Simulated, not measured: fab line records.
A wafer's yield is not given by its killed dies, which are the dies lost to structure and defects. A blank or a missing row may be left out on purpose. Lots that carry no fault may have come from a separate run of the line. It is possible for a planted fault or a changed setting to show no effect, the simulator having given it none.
fab line records	flow rit_cmos
[record] lots = 5	wafers = 15	last_day = 7
route steps=202 shown PRETRO@72 GATE@75 FOX2@80 REOX@98 NLDD@103 SDANNEAL@155 M1@202
lots that met no fault: from a run of the same line without faults
start_h: start of the lot's first displayed wafer, in hours after the record's first day	wait_h: hours since the lot's step before	" same as the row above	L1.1+2: several wafers, shown together as one row	- no value, or no start was given	* or withheld: withheld	< > ~ a bound
route shown NAME@n: a module of which the file shows steps, and the number in the route of the first	usual: mean/standard deviation of fault-free wafers	same: alike in all rows	chamber/n: place in a boat	sites: the reading at each site	_std_site: the standard deviation of these	_edge_site: the outer-site mean with the inner-site mean subtracted	radius_mm: for every site, how far away it sits from the centre of the wafer	mask NAME#n: copy n	behind: the last tool/chamber to shape the wafer	hold: what put the lot on hold/how long, in hours/how the hold closed	device: whichever transistor did not switch (one of n, p or np)	end of line: the route-end tests of the same wafers	a step given without rows: its recipe and nothing more	killed: not the wafer's yield, but the dies lost to structure and defects at the first sort	map: the dies of a wafer, with x for killed, . for not killed, _ for no die there
set.NAME: the setting the step ran with; set.NAME@STEP: the setting that earlier step ran with	model.NAME: the simulator's own value behind a step, which no gauge read
certain route steps with their lots: each step a table, each wafer a row
services: the hour from which a tool's chamber was out of use, counted from the record's first day as start_h (under 0 if before that day), plus the number of hours and why
[[steps]]
[step RIT_PRETRO_IMPLANT_08]
[recipe] species = B	energy_kev = 45	dose_cm2 = 1.179e+13	tilt_deg = 7
[step RIT_PRETRO_STRIP_09]
[recipe] chemistry = O2	time_s = 180	resist = NOVOLAK	platen_temp_c = withheld	power_w = 500	pressure_mtorr = 4000	o2_flow_sccm = 4000
[usual] drypump_motor_current_A = 5.6/0.43	rf_refl_power_W = 6.5/0.72
lot.wafer	tool	chamber	start_h	wait_h	drypump_motor_current_A	rf_hours_counter_h	rf_refl_power_W
L214.1	plasma_asher-03	0	32.64	0.1	6.1	23	6.5
L214.4	"	0	"	"	6.0	-	6.2
L214.5	"	0	"	"	6.1	-	6.4
L217.1	plasma_asher-01	0	48.69	0.1	5.9	42	6.4
L217.4	"	0	"	"	5.9	-	6.6
L217.6	"	1	"	"	5.6	-	7.7
L227.1	plasma_asher-02	0	98.91	0.1	5.9	43	6.9
L227.2	"	1	"	"	4.9	43	5.2
L227.5	"	1	"	"	4.9	-	5.1
L231.2	plasma_asher-01	0	117.18	0.1	5.9	49	6.4
L231.3	"	1	"	"	5.6	-	7.3
L231.5	"	1	"	"	5.6	-	8.0
L234.1	plasma_asher-02	1	130.92	0.1	4.9	47	5.3
L234.2	"	0	"	"	5.9	47	7.2
L234.4	"	0	"	"	5.9	-	6.8
[step RIT_PRETRO_TW_MEAS_10]
[usual] PRETRO_TW = 470/4.3
lot.wafer	tool	chamber	start_h	wait_h	PRETRO_TW
L214.1	film_metro-02	-	32.82	0.1	466
L214.4	"	-	"	"	466
L214.5	"	-	"	"	467
L217.1	film_metro-01	-	48.86	0.1	472
L217.4	"	-	"	"	472
L217.6	"	-	"	"	468
L227.1	film_metro-02	-	99.08	0.1	460
L227.2	"	-	"	"	463
L227.5	"	-	"	"	459
L231.2	film_metro-02	-	117.37	0.1	464
L231.3	"	-	"	"	463
L231.5	"	-	"	"	462
L234.1	film_metro-03	-	131.10	0.1	474
L234.2	"	-	"	"	472
L234.4	"	-	"	"	472
[step RIT_GATE_WET_ETCH_00]
[recipe] chemistry = BOE	target = SiO2	target_depth_nm = 56	time_s = 60	dry = n2_spin	dilution = 10:1	temp_c = 21.5
[step RIT_GATE_CLEAN_01]
[recipe] chemistry = SC1	mix = 3:3:50	time_s = 600	temp_c = 75
[step RIT_GATE_CLEAN_02]
[recipe] chemistry = dHF	dilution = 50:1	time_s = 30
[step RIT_GATE_CLEAN_03]
[recipe] chemistry = SC2	mix = 3:3:50	time_s = 600	temp_c = 75	dry = n2_spin
[step RIT_GATE_CLEAN_04]
[recipe] chemistry = dHF	dilution = 50:1	time_s = 60	dry = n2_spin
[step RIT_FOX2_THK_MEAS_91]
[recipe] reads = SiO2_of_FOX2_OXIDATION_00
[usual] FIELD_OXIDE_LEFT_2_THK = 257/6.4
lot.wafer	tool	chamber	start_h	wait_h	FIELD_OXIDE_LEFT_2_THK[nm]
L214.1	film_metro-04	-	33.29	0.0	260
L214.4	"	-	"	"	257
L214.5	"	-	"	"	252
L217.1	film_metro-01	-	49.41	0.0	247
L217.4	"	-	"	"	249
L217.6	"	-	"	"	249
L227.1	film_metro-01	-	99.56	0.0	255
L227.2	"	-	"	"	248
L227.5	"	-	"	"	255
L231.2	film_metro-01	-	117.85	0.0	266
L231.3	"	-	"	"	262
L231.5	"	-	"	"	266
L234.1	film_metro-01	-	131.57	0.0	259
L234.2	"	-	"	"	260
L234.4	"	-	"	"	257
[step RIT_GATE_OXIDATION_05]
[recipe] temp_c = 900	ambient = O2	target_thk_a = 30	ox_time_s = 270
[step RIT_GATE_ANNEAL_06]
[recipe] temp_c = 900	time_s = 600	ambient = N2O
[step RIT_GATE_THK_MEAS_07]
[recipe] reads = SiO2_of_GATE_OXIDATION_05
[usual] GATE_OXIDE_THK = 3.01/0.067
lot.wafer	tool	chamber	start_h	wait_h	GATE_OXIDE_THK[nm]
L214.1	film_metro-01	-	36.17	0.0	2.95
L214.4	"	-	"	"	2.94
L214.5	"	-	"	"	2.94
L217.1	film_metro-04	-	50.94	0.0	2.93
L217.4	"	-	"	"	2.92
L217.6	"	-	"	"	3.00
L227.1	film_metro-04	-	101.26	0.0	3.12
L227.2	"	-	"	"	3.20
L227.5	"	-	"	"	3.23
L231.2	film_metro-01	-	120.05	0.0	3.10
L231.3	"	-	"	"	3.04
L231.5	"	-	"	"	3.01
L234.1	film_metro-01	-	133.32	0.0	3.00
L234.2	"	-	"	"	2.95
L234.4	"	-	"	"	2.95
[step RIT_GATE_CVD_08]
[recipe] material = poly-Si	target_thk_nm = 250	temp_c = 610	precursor = SiH4	time_s = 2220	pressure_mtorr = 300	sih4_flow_sccm = 100
[usual] spike_tc_centre_C = 613.5/1.3	spike_tc_load_C = 633.7/1.7	spike_tc_source_C = 629/4.5	susceptor_temp_C = 610.04/0.28	zone_power_centre_pct = 24.2/1.4
lot.wafer	tool	chamber	start_h	wait_h	spike_tc_centre_C	spike_tc_load_C	spike_tc_source_C	susceptor_temp_C	zone_power_centre_pct	model.poly-Si_of_GATE_CVD_08.thk_nm
L214.1	lpcvd-02	1	36.23	0.1	613.7	633.9	623	609.62	22.2	243.2
L214.4	"	1	"	"	613.4	635.8	625	609.64	22.1	243.3
L214.5	"	1	"	"	612.9	637.0	625	610.39	22.6	242.4
L217.1	lpcvd-02	1	51.03	0.1	612.8	635.1	627	609.92	22.1	246.2
L217.4	"	1	"	"	614.5	635.9	627	609.50	22.1	245.7
L217.6	"	1	"	"	614.4	635.8	627	609.86	22.1	247
L227.1	lpcvd-02	0	101.32	0.1	587.4	608.0	603	586.57	23.4	134.8
L227.2	"	0	"	"	586.4	610.3	602	586.02	23.8	136.2
L227.5	"	0	"	"	589.0	610.1	603	586.23	23.5	132.9
L231.2	lpcvd-02	1	120.10	0.0	614.9	635.8	625	610.10	22.3	252.5
L231.3	"	1	"	"	615.3	635.4	626	610.44	22.2	250.5
L231.5	"	1	"	"	614.7	635.3	626	610.20	22.3	251.5
L234.1	lpcvd-01	1	133.53	0.2	613.0	632.4	636	610.22	24.9	251.3
L234.2	"	1	"	"	613.7	633.1	636	610.50	24.4	252
L234.4	"	1	"	"	613.9	634.3	636	610.17	24.7	253
[step RIT_GATE_THK_MEAS_09]
[recipe] reads = poly-Si_of_GATE_CVD_08
[usual] GATE_POLY_THK = 250.0/2.9
lot.wafer	tool	chamber	start_h	wait_h	GATE_POLY_THK[nm]
L214.1	film_metro-01	-	37.84	0.0	243.2
L214.4	"	-	"	"	243.0
L214.5	"	-	"	"	242.3
L217.1	film_metro-04	-	53.51	0.1	246.3
L217.4	"	-	"	"	245.9
L217.6	"	-	"	"	246.9
L227.1	film_metro-04	-	103.74	0.0	134.8
L227.2	"	-	"	"	136.3
L227.5	"	-	"	"	132.9
L231.2	film_metro-01	-	122.53	0.0	252.5
L231.3	"	-	"	"	251.0
L231.5	"	-	"	"	251.4
L234.1	film_metro-01	-	135.15	0.0	251.2
L234.2	"	-	"	"	252.2
L234.4	"	-	"	"	253.1
[step RIT_GATE_HMDS_10]
[recipe] prime_time_s = 60	prime_temp_c = 140
[step RIT_GATE_COAT_11]
[recipe] resist = NOVOLAK	spin_rpm = 4250	resist_thk_nm = 857.1
[step RIT_GATE_SOFTBAKE_12]
[recipe] resist = NOVOLAK	temp_c = 90	time_s = 60
[step RIT_GATE_EXPOSE_13]
[recipe] mask_id = M6	na = 0.6	source_shape = conventional	sigma_outer = 0.6	target_cd_nm = 150	dose_mj = 380
[step RIT_GATE_PEB_14]
[recipe] resist = NOVOLAK	temp_c = withheld	time_s = withheld
[step RIT_GATE_DEVELOP_15]
[recipe] resist = NOVOLAK	develop_time_s = 50	dev_temp_c = 23
[step RIT_GATE_CD_MEAS_16]
[recipe] target_cd_nm = 150
[usual] cd_nm = 148.7/2.7
lot.wafer	tool	chamber	start_h	wait_h	cd_nm
L214.1	cd_sem-02	-	38.75	-	148.7
L214.4	"	-	"	"	147.5
L214.5	"	-	"	"	146.4
L217.1	cd_sem-01	-	54.65	-	151.3
L217.4	"	-	"	"	152.0
L217.6	"	-	"	"	149.0
L227.1	cd_sem-01	-	104.78	-	147.7
L227.2	"	-	"	"	147.1
L227.5	"	-	"	"	148.0
L231.2	cd_sem-02	-	123.58	-	148.6
L231.3	"	-	"	"	146.6
L231.5	"	-	"	"	148.6
L234.1	cd_sem-02	-	136.06	-	150.8
L234.2	"	-	"	"	150.5
L234.4	"	-	"	"	148.4
[step RIT_GATE_OVL_MEAS_17]
[usual] GATE_OVL = 0.2/1.5
lot.wafer	tool	chamber	start_h	wait_h	GATE_OVL[nm]
L214.1	overlay-01	-	38.87	0.1	1.2
L214.4	"	-	"	"	4.2
L214.5	"	-	"	"	2.2
L217.1	overlay-01	-	54.77	0.1	0.8
L217.4	"	-	"	"	0.7
L217.6	"	-	"	"	3.3
L227.1	overlay-01	-	104.90	0.1	0.0
L227.2	"	-	"	"	0.9
L227.5	"	-	"	"	1.8
L231.2	overlay-01	-	123.68	0.1	1.9
L231.3	"	-	"	"	3.0
L231.5	"	-	"	"	0.4
L234.1	overlay-02	-	136.18	0.1	-0.6
L234.2	"	-	"	"	-1.8
L234.4	"	-	"	"	-3.2
[step RIT_GATE_HARDBAKE_18]
[recipe] resist = NOVOLAK	temp_c = 140	time_s = 60
[step RIT_GATE_ETCH_19]
[recipe] chemistry = SF6/CHF3/O2	time_s = 165	SF6_flow_sccm = 30	CHF3_flow_sccm = 30	O2_flow_sccm = 5	target = poly-Si	pressure_mtorr = 40	rf_w = 160	target_depth_a = 3125	over_etch_frac = 0.25	stop_on = SiO2
[usual] drypump_motor_current_A = 5.9/0.37	oes_product_au = 0.845/0.015	throttle_valve_pct = 10.37/0.11
lot.wafer	tool	chamber	start_h	wait_h	drypump_motor_current_A	oes_product_au	rf_hours_counter_h	throttle_valve_pct	model.etch.depth_nm	model.GATE.feature_depth_nm
L214.1	rie_si-02	3	39.06	0.1	5.8	0.811	77	10.25	243.2	243.2
L214.4	"	1	"	"	6.1	0.853	147	10.27	243.3	243.3
L214.5	"	1	"	"	6.1	0.850	-	10.26	242.4	242.4
L217.1	rie_si-01	2	54.95	0.1	5.8	0.841	70	10.55	246.2	246.2
L217.4	"	0	"	"	6.1	0.840	27	10.23	245.7	245.7
L217.6	"	1	"	"	5.8	0.832	-	10.47	247	247
L227.1	rie_si-01	1	105.09	0.1	5.8	0.577	52	10.47	134.8	134.8
L227.2	"	2	"	"	5.8	0.576	70	10.54	136.2	136.2
L227.5	"	3	"	"	5.1	0.575	-	10.38	132.9	132.9
L231.2	rie_si-01	0	123.86	0.1	6.1	0.866	28	10.24	252.5	252.5
L231.3	"	3	"	"	5.1	0.851	49	10.40	250.5	250.5
L231.5	"	2	"	"	5.8	0.848	-	10.53	251.5	251.5
L234.1	rie_si-02	2	136.57	0.1	6.5	0.831	74	10.45	251.3	251.3
L234.2	"	0	"	"	5.7	0.859	1	10.32	252	252
L234.4	"	3	"	"	5.8	0.835	-	10.25	253	253
[step RIT_GATE_STRIP_20]
[recipe] chemistry = O2	time_s = 180	resist = NOVOLAK	platen_temp_c = withheld	power_w = 500	pressure_mtorr = 4000	o2_flow_sccm = 4000
[usual] drypump_motor_current_A = 5.5/0.4	rf_refl_power_W = 6.0/1.2
lot.wafer	tool	chamber	start_h	wait_h	drypump_motor_current_A	rf_hours_counter_h	rf_refl_power_W
L214.1	plasma_asher-03	1	39.17	0.1	5.0	24	7.2
L214.4	"	1	"	"	5.0	-	6.0
L214.5	"	0	"	"	6.1	-	6.1
L217.1	plasma_asher-03	1	55.06	0.1	5.0	25	6.6
L217.4	"	1	"	"	5.0	-	6.6
L217.6	"	1	"	"	5.1	-	6.6
L227.1	plasma_asher-02	0	105.19	0.1	5.9	44	6.8
L227.2	"	1	"	"	4.9	44	5.2
L227.5	"	1	"	"	4.9	-	5.2
L231.2	plasma_asher-04	0	123.97	0.1	5.6	1	4.1
L231.3	"	0	"	"	5.6	-	4.1
L231.5	"	1	"	"	5.2	-	7.7
L234.1	plasma_asher-03	0	136.68	0.1	6.0	35	6.1
L234.2	"	1	"	"	5.1	35	6.1
L234.4	"	0	"	"	6.0	-	6.1
[step RIT_GATE_CD_MEAS_90]
[recipe] target_cd_nm = 150
[usual] cd_nm = 148.6/2.7
lot.wafer	tool	chamber	start_h	wait_h	cd_nm
L214.1	cd_sem-01	-	39.34	0.1	148.8
L214.4	"	-	"	"	147.7
L214.5	"	-	"	"	145.9
L217.1	cd_sem-01	-	55.24	0.1	151.0
L217.4	"	-	"	"	151.8
L217.6	"	-	"	"	148.9
L227.1	cd_sem-01	-	105.37	0.1	147.9
L227.2	"	-	"	"	146.9
L227.5	"	-	"	"	148.3
L231.2	cd_sem-01	-	124.17	0.1	148.3
L231.3	"	-	"	"	147.0
L231.5	"	-	"	"	148.8
L234.1	cd_sem-01	-	136.86	0.1	150.8
L234.2	"	-	"	"	150.4
L234.4	"	-	"	"	148.4
[step RIT_REOX_CLEAN_00]
[recipe] chemistry = SC1	mix = 3:3:50	time_s = 600	temp_c = 75
[step RIT_REOX_CLEAN_01]
[recipe] chemistry = dHF	dilution = 50:1	time_s = 30
[step RIT_REOX_CLEAN_02]
[recipe] chemistry = SC2	mix = 3:3:50	time_s = 600	temp_c = 75	dry = n2_spin
[step RIT_REOX_OXIDATION_03]
[recipe] temp_c = 902.6	ambient = O2	target_thk_a = 252	ox_time_s = 5580
[step RIT_REOX_THK_MEAS_04]
[recipe] reads = SiO2_of_REOX_OXIDATION_03
[usual] REOX_OXIDE_THK = 26.0/0.5
lot.wafer	tool	chamber	start_h	wait_h	REOX_OXIDE_THK[nm]
L214.1	film_metro-04	-	42.38	0.0	25.7
L214.4	"	-	"	"	26.3
L214.5	"	-	"	"	26.7
L217.1	film_metro-01	-	59.60	0.0	26.0
L217.4	"	-	"	"	26.0
L217.6	"	-	"	"	26.1
L227.1	film_metro-02	-	108.42	0.0	26.0
L227.2	"	-	"	"	25.8
L227.5	"	-	"	"	25.9
L231.2	film_metro-01	-	127.76	0.0	26.4
L231.3	"	-	"	"	26.1
L231.5	"	-	"	"	26.0
L234.1	film_metro-01	-	141.21	0.0	25.9
L234.2	"	-	"	"	25.8
L234.4	"	-	"	"	25.8
[step RIT_NLDD_HMDS_00]
[recipe] prime_time_s = 60	prime_temp_c = 140
[step RIT_NLDD_COAT_01]
[recipe] resist = NOVOLAK	spin_rpm = 3250	resist_thk_nm = 1000
[step RIT_NLDD_SOFTBAKE_02]
[recipe] resist = NOVOLAK	temp_c = 90	time_s = 60
[step RIT_NLDD_EXPOSE_03]
[recipe] mask_id = M7	na = 0.57	target_cd_nm = 40700	dose_mj = 250
[step RIT_NLDD_PEB_04]
[recipe] resist = NOVOLAK	temp_c = withheld	time_s = withheld
[step RIT_NLDD_DEVELOP_05]
[recipe] resist = NOVOLAK	develop_time_s = 50	dev_temp_c = 23
[step RIT_NLDD_OVL_MEAS_06]
[usual] NLDD_OVL = -0.6/1.5
lot.wafer	tool	chamber	start_h	wait_h	NLDD_OVL[nm]
L214.1	overlay-01	-	43.29	-	-0.5
L214.4	"	-	"	"	-0.2
L214.5	"	-	"	"	0.8
L217.1	overlay-02	-	60.72	-	0.2
L217.4	"	-	"	"	-2.7
L217.6	"	-	"	"	-1.3
L227.1	overlay-01	-	109.33	-	-2.5
L227.2	"	-	"	"	-1.6
L227.5	"	-	"	"	-2.1
L231.2	overlay-02	-	128.67	-	-1.1
L231.3	"	-	"	"	-1.2
L231.5	"	-	"	"	-1.7
L234.1	overlay-01	-	142.12	-	-0.3
L234.2	"	-	"	"	-0.8
L234.4	"	-	"	"	-1.6
[step RIT_NLDD_HARDBAKE_07]
[recipe] resist = NOVOLAK	temp_c = 140	time_s = 60
[step RIT_NLDD_IMPLANT_08]
[recipe] species = P	energy_kev = 20	dose_cm2 = 5.122e+14	tilt_deg = 7
[step RIT_NLDD_STRIP_09]
[recipe] chemistry = O2	time_s = 180	resist = NOVOLAK	platen_temp_c = withheld	power_w = 500	pressure_mtorr = 4000	o2_flow_sccm = 4000
[usual] drypump_motor_current_A = 5.6/0.35	rf_refl_power_W = 6.4/1.1
lot.wafer	tool	chamber	start_h	wait_h	drypump_motor_current_A	rf_hours_counter_h	rf_refl_power_W
L214.1	plasma_asher-01	0	43.63	0.1	5.9	41	6.5
L214.4	"	0	"	"	5.9	-	6.6
L214.5	"	1	"	"	5.6	-	7.2
L217.1	plasma_asher-04	0	61.06	0.1	5.7	43	4.0
L217.4	"	1	"	"	5.3	-	7.2
L217.6	"	1	"	"	5.3	-	7.5
L227.1	plasma_asher-01	0	109.67	0.1	5.9	48	6.2
L227.2	"	1	"	"	5.6	48	7.6
L227.5	"	1	"	"	5.5	-	7.4
L231.2	plasma_asher-01	0	129.15	0.1	5.9	51	6.4
L231.3	"	1	"	"	5.6	-	7.4
L231.5	"	1	"	"	5.6	-	7.3
L234.1	plasma_asher-04	0	142.47	0.1	5.6	2	4.1
L234.2	"	1	"	"	5.2	2	7.3
L234.4	"	1	"	"	5.2	-	7.1
[step RIT_NLDD_TW_MEAS_10]
[usual] NLDD_TW = 2494/19
lot.wafer	tool	chamber	start_h	wait_h	NLDD_TW
L214.1	film_metro-02	-	43.80	0.1	2457
L214.4	"	-	"	"	2474
L214.5	"	-	"	"	2462
L217.1	film_metro-04	-	61.23	0.1	2494
L217.4	"	-	"	"	2497
L217.6	"	-	"	"	2501
L227.1	film_metro-03	-	109.84	0.1	2505
L227.2	"	-	"	"	2487
L227.5	"	-	"	"	2510
L231.2	film_metro-04	-	129.33	0.1	2510
L231.3	"	-	"	"	2500
L231.5	"	-	"	"	2508
L234.1	film_metro-03	-	142.65	0.1	2518
L234.2	"	-	"	"	2513
L234.4	"	-	"	"	2526
[step RIT_SDANNEAL_CLEAN_02]
[recipe] chemistry = SC2	mix = 3:3:50	time_s = 600	temp_c = 75	dry = n2_spin
[usual] bath_guard_temp_C = 75.1/0.48
lot.wafer	tool	chamber	start_h	wait_h	bath_guard_temp_C	model.poly-Si_of_GATE_CVD_08.thk_nm
L214.1	wet_bench-01	1	52.71	0.0	74.8	157.5
L214.4	"	1	"	"	74.9	157.1
L214.5	"	1	"	"	74.9	156.3
L217.1	wet_bench-01	2	69.50	0.0	74.8	160.9
L217.4	"	2	"	"	75.1	159.5
L217.6	"	2	"	"	75.2	160.9
L227.1	wet_bench-01	3	117.14	0.0	74.5	49.27
L227.2	"	3	"	"	74.7	51.49
L227.5	"	3	"	"	74.8	43.84
L231.2	wet_bench-03	0	137.24	0.0	75.3	166.7
L231.3	"	0	"	"	75.4	165.4
L231.5	"	0	"	"	75.5	165
L234.1	wet_bench-04	3	150.07	0.0	75.4	164.6
L234.2	"	3	"	"	75.0	163.1
L234.4	"	3	"	"	75.2	166.1
[step RIT_M1_PROBE_99]
[usual] killed_at_contacts = 0.1/0.29	killed_at_front_end = 6/3	killed_dies = 7/3.1	killed_open = 3.2/1.9	killed_short = 3.3/1.9
[same] gross_dies = 264	killed_at_M0_to_M3 = 0	killed_at_M4_up = 0	killed_at_back_side = 0	killed_at_other = 0
lot.wafer	tool	chamber	start_h	wait_h	killed_at_contacts	killed_at_front_end	killed_dies	killed_open	killed_short
L214.1	prober-01	-	60.94	0.1	0	11	11	7	4
L214.4	prober-01	-	61.09	0.2	1	5	6	3	3
L214.5	prober-01	-	61.14	0.2	0	3	3	2	1
L217.1	prober-01	-	77.35	0.1	0	6	6	3	3
L217.4	prober-01	-	77.50	0.2	0	12	12	7	5
L217.6	prober-01	-	77.60	0.2	0	4	4	1	3
L227.1	prober-01	-	125.66	0.1	0	5	5	1	4
L227.2	prober-01	-	125.71	0.1	0	5	5	2	3
L227.5	prober-01	-	125.86	0.2	0	6	6	3	3
L231.2	prober-01	-	145.27	0.1	0	4	4	2	2
L231.3	prober-01	-	145.32	0.2	0	8	8	5	3
L231.5	prober-01	-	145.42	0.2	0	6	6	2	4
L234.1	prober-02	-	157.78	0.1	0	9	9	6	3
L234.2	prober-02	-	157.83	0.1	0	8	8	3	5
L234.4	prober-02	-	157.93	0.2	0	5	5	4	1
// killed by level:class
L214.1 FOX1:geometric_particle:open=2 FOX2:geometric_particle:open=2 GATE:geometric_particle:open=2 FOX1:geometric_particle:short=1 GATE:geometric_particle:short=1 REOX:geometric_particle:short=1 SPACER:geometric_particle:open=1 SILICIDE:geometric_particle:short=1
L214.4 GATE:geometric_particle:short=2 SILICIDE:geometric_particle:open=2 SILICIDE:geometric_particle:short=1 CONTACT:geometric_particle:open=1
L214.5 GATE:geometric_particle:open=2 GATE:geometric_particle:short=1
L217.1 FOX1:geometric_particle:short=2 GATE:geometric_particle:open=2 SPACER:geometric_particle:open=1 SPACER:geometric_particle:short=1
L217.4 SPACER:geometric_particle:open=4 SPACER:geometric_particle:short=3 GATE:geometric_particle:short=2 FOX1:geometric_particle:open=1 GATE:geometric_particle:open=1 SILICIDE:geometric_particle:open=1
L217.6 FOX1:geometric_particle:short=2 FOX2:geometric_particle:open=1 GATE:geometric_particle:short=1
L227.1 REOX:geometric_particle:short=2 ACTIVE:geometric_particle:open=1 FOX1:geometric_particle:short=1 FOX2:geometric_particle:short=1
L227.2 FOX1:geometric_particle:open=1 FOX2:geometric_particle:short=1 GATE:geometric_particle:short=1 GATE:geometric_particle:open=1 SPACER:geometric_particle:short=1
L227.5 FOX1:geometric_particle:short=1 FOX2:geometric_particle:open=1 GATE:geometric_particle:short=1 REOX:geometric_particle:open=1 SILICIDE:geometric_particle:short=1 SILICIDE:geometric_particle:open=1
L231.2 FOX2:geometric_particle:open=1 REOX:geometric_particle:short=1 SPACER:geometric_particle:open=1 SILICIDE:geometric_particle:short=1
L231.3 GATE:geometric_particle:open=3 ACTIVE:geometric_particle:short=1 FOX2:geometric_particle:short=1 GATE:geometric_particle:short=1 REOX:geometric_particle:open=1 SPACER:geometric_particle:open=1
L231.5 FOX1:geometric_particle:short=2 FOX1:geometric_particle:open=1 GATE:geometric_particle:short=1 REOX:geometric_particle:short=1 SPACER:geometric_particle:open=1
L234.1 GATE:geometric_particle:short=3 SPACER:geometric_particle:open=2 SILICIDE:geometric_particle:open=2 GATE:geometric_particle:open=1 REOX:geometric_particle:open=1
L234.2 FOX1:geometric_particle:short=2 FOX1:geometric_particle:open=2 GATE:geometric_particle:short=2 GATE:geometric_particle:open=1 REOX:geometric_particle:short=1
L234.4 FOX1:geometric_particle:open=1 FOX2:geometric_particle:open=1 GATE:geometric_particle:short=1 GATE:geometric_particle:open=1 SILICIDE:geometric_particle:open=1
[[services]]
tool	chamber	start_h	hours	kind
lpcvd-01	-	38.55	14.6	pm
rie_si-02	-	49.39	0.2	repair
plasma_asher-04	-	108.75	9.0	pm
plasma_asher-04	0	108.75	9.0	vent_cycle
plasma_asher-04	1	108.75	9.0	vent_cycle
plasma_asher-04	0	117.75	-	clean
plasma_asher-04	1	117.75	-	clean
rie_si-02	1	124.67	-	clean
rie_si-02	1	124.67	19.3	scheduled_down
rie_si-02	1	124.67	19.3	vent_cycle
[[key]]
[first_sign] step = RIT_GATE_CVD_08	reading = susceptor_temp_C	direction = down	sigmas = 86	usual = *	struck = *
[effect] step = RIT_GATE_CVD_08	reading = spike_tc_centre_C	direction = down	sigmas = 20	usual = 613.5	struck = 587.6
[effect] step = RIT_GATE_THK_MEAS_09	reading = GATE_POLY_THK	direction = down	sigmas = 40	usual = 250.0	struck = 134.7
[effect] step = RIT_GATE_ETCH_19	reading = oes_product_au	direction = down	sigmas = 18	usual = 0.845	struck = 0.576
[model_effect] step = RIT_GATE_CVD_08	value = poly-Si_of_GATE_CVD_08.thk_nm	without = 245.9	struck = 134.6
[model_effect] step = RIT_GATE_ETCH_19	value = etch.depth_nm	without = 245.9	struck = 134.6
[model_effect] step = RIT_SDANNEAL_CLEAN_02	value = poly-Si_of_GATE_CVD_08.thk_nm	without = 159.5	struck = 48.2
met_at RIT_GATE_CVD_08
struck_wafers L227.1,L227.2,L227.5
tester_left_out L227
[fault] kind = process_parameter_drift	tool = lpcvd-02	chamber = 0	onset_h = 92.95	steps = RIT_GATE_CVD_08	channel = temp_c	offset = *	shape = step	end_h = 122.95	acts_in = *	stated = *
// tester_left_out: of these lots the tester's yield and bins aren't shown, on N5 and GAA mostly nor the transistor test; their killed dies are dies lost to structure and defects alone, not to doping, threshold or leakage, so they don't give the yield
